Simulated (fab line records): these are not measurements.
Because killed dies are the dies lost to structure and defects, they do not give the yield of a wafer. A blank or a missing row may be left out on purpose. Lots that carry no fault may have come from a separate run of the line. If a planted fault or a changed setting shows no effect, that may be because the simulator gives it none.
Which tool was responsible? / flow berkeley_cmos170 / 14 lots, 42 wafers sampled, at 2 steps of a route of 331

## WHAT EACH GAUGE READ, for each wafer
UCB170_PSD_CD_MEAS_06: the cd target is 1200 nm. Usual: cd_nm reads 1199.7 nm (standard deviation 1.3).
lot=L505; measured=day 7 00:54; on=cd_sem-01; cd_nm (nm)=1200.0 1201.4 1201.1; flag=
lot=L506; measured=day 7 01:09; on=cd_sem-02; cd_nm (nm)=1200.9 1200.2 1200.1; flag=
lot=L510; measured=day 7 14:11; on=cd_sem-02; cd_nm (nm)=1197.1 1198.8 1197.0; flag=
lot=L511; measured=day 7 21:19; on=cd_sem-02; cd_nm (nm)=1198.3 1199.2 1198.1; flag=
lot=L513; measured=day 8 18:22; on=cd_sem-01; cd_nm (nm)=1195.3 1196.1 1194.5; flag=OFF
lot=L515; measured=day 8 18:40; on=cd_sem-01; cd_nm (nm)=1195.6 1195.3 1195.4; flag=OFF
lot=L517; measured=day 9 06:49; on=cd_sem-01; cd_nm (nm)=1199.9 1198.9 1199.5; flag=
lot=L519; measured=day 9 10:33; on=cd_sem-02; cd_nm (nm)=1199.6 1197.6 1198.6; flag=
lot=L520; measured=day 9 16:22; on=cd_sem-01; cd_nm (nm)=1200.4 1200.1 1201.9; flag=
lot=L521; measured=day 9 20:59; on=cd_sem-02; cd_nm (nm)=1201.3 1200.3 1200.8; flag=
lot=L523; measured=day 10 10:04; on=cd_sem-02; cd_nm (nm)=1199.7 1197.7 1198.0; flag=
lot=L524; measured=day 10 10:04; on=cd_sem-01; cd_nm (nm)=1196.6 1197.2 1198.8; flag=
lot=L525; measured=day 10 10:31; on=cd_sem-01; cd_nm (nm)=1201.3 1201.5 1202.2; flag=
lot=L528; measured=day 11 19:22; on=cd_sem-01; cd_nm (nm)=1200.9 1200.9 1200.8; flag=

## WHICH TOOL RAN EACH LOT (tool, then ch and the chambers of the sampled wafers, then the start)
lot=L505; UCB170_PSD_SOFTBAKE_02=litho_track-04 ch 0, day 6 23:40
lot=L506; UCB170_PSD_SOFTBAKE_02=litho_track-01 ch 0, day 6 23:44
lot=L510; UCB170_PSD_SOFTBAKE_02=litho_track-03 ch 0, day 7 13:19
lot=L511; UCB170_PSD_SOFTBAKE_02=litho_track-03 ch 0, day 7 19:59
lot=L513; UCB170_PSD_SOFTBAKE_02=litho_track-03 ch 0, day 8 17:30
lot=L515; UCB170_PSD_SOFTBAKE_02=litho_track-03 ch 0, day 8 17:53
lot=L517; UCB170_PSD_SOFTBAKE_02=litho_track-01 ch 0, day 9 05:51
lot=L519; UCB170_PSD_SOFTBAKE_02=litho_track-04 ch 0, day 9 09:25
lot=L520; UCB170_PSD_SOFTBAKE_02=litho_track-04 ch 0, day 9 15:28
lot=L521; UCB170_PSD_SOFTBAKE_02=litho_track-01 ch 0, day 9 19:38
lot=L523; UCB170_PSD_SOFTBAKE_02=litho_track-04 ch 0, day 10 09:12
lot=L524; UCB170_PSD_SOFTBAKE_02=litho_track-01 ch 0, day 10 09:12
lot=L525; UCB170_PSD_SOFTBAKE_02=litho_track-01 ch 0, day 10 09:39
lot=L528; UCB170_PSD_SOFTBAKE_02=litho_track-04 ch 0, day 11 18:38
- UCB170_PSD_SOFTBAKE_02: time 60 s.

## WHAT THE TOOLS THEMSELVES READ (means of the sampled wafers that have a number; where no wafer has one, the mark that the record gives instead)
UCB170_PSD_SOFTBAKE_02. Usual: heater_power_total_W 56.79 W, standard deviation 0.048; plate_temp_C 130.00 C, standard deviation 0.15.
lot=L505; tool=litho_track-04; heater_power_total_W (W)=56.74; plate_temp_C (C)=130.06; flag=
lot=L506; tool=litho_track-01; heater_power_total_W (W)=56.81; plate_temp_C (C)=130.04; flag=
lot=L510; tool=litho_track-03; heater_power_total_W (W)=56.74; plate_temp_C (C)=130.01; flag=
lot=L511; tool=litho_track-03; heater_power_total_W (W)=56.80; plate_temp_C (C)=130.10; flag=
lot=L513; tool=litho_track-03; heater_power_total_W (W)=55.58; plate_temp_C (C)=127.95; flag=OFF
lot=L515; tool=litho_track-03; heater_power_total_W (W)=55.61; plate_temp_C (C)=127.99; flag=OFF
lot=L517; tool=litho_track-01; heater_power_total_W (W)=56.80; plate_temp_C (C)=130.04; flag=
lot=L519; tool=litho_track-04; heater_power_total_W (W)=56.78; plate_temp_C (C)=129.91; flag=
lot=L520; tool=litho_track-04; heater_power_total_W (W)=56.81; plate_temp_C (C)=130.16; flag=
lot=L521; tool=litho_track-01; heater_power_total_W (W)=56.83; plate_temp_C (C)=129.84; flag=
lot=L523; tool=litho_track-04; heater_power_total_W (W)=56.76; plate_temp_C (C)=130.08; flag=
lot=L524; tool=litho_track-01; heater_power_total_W (W)=56.84; plate_temp_C (C)=130.03; flag=
lot=L525; tool=litho_track-01; heater_power_total_W (W)=56.79; plate_temp_C (C)=129.77; flag=
lot=L528; tool=litho_track-04; heater_power_total_W (W)=56.80; plate_temp_C (C)=130.25; flag=

## THE ANSWER, worked out from the rows above alone
Rule: a lot is off if the mean of its wafers that have a number lies more than 3 standard deviations from the usual mean. Also off: a lot with no number at a reading for which 4 or more lots have one. All remaining lots with rows at the step are treated as sound. The gauges are gone through in route order, then the tools' own readings, and for those a lot's mean is taken as printed above. The first step at which some lot is off is used, and at that step the reading that is off furthest; a lot without a number counts as furthest.
Off, at UCB170_PSD_CD_MEAS_06 on cd_nm: L513, L515.
If a tool, at a process step before that reading, ran all the lots that are off and no sound lot after the first of them, it fits. The gauges at UCB170_PSD_CD_MEAS_06 aren't tried: what is off there is off at UCB170_PSD_SOFTBAKE_02 too, on other tools, and a gauge's error can't cause that. One fits: UCB170_PSD_SOFTBAKE_02 on litho_track-03. Its last sound lot is L511 (day 7 19:59), its first lot that is off L513 (day 8 17:30): a fault that began between those two fits.
The tool's own readings at UCB170_PSD_SOFTBAKE_02 bear it out: on the lots that are off they differ by more than 5 times the standard deviation of the sound lots' means. heater_power_total_W reads 55.59 W there against 56.79 W on the sound lots; plate_temp_C reads 127.97 C there against 130.02 C on the sound lots.

## WHAT THE SIMULATOR HAD INSERTED
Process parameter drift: litho_track-03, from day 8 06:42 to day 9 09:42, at UCB170_PSD_SOFTBAKE_02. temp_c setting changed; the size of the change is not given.
Shown lots that were struck: L513, L515. This agrees with what the rule above found.
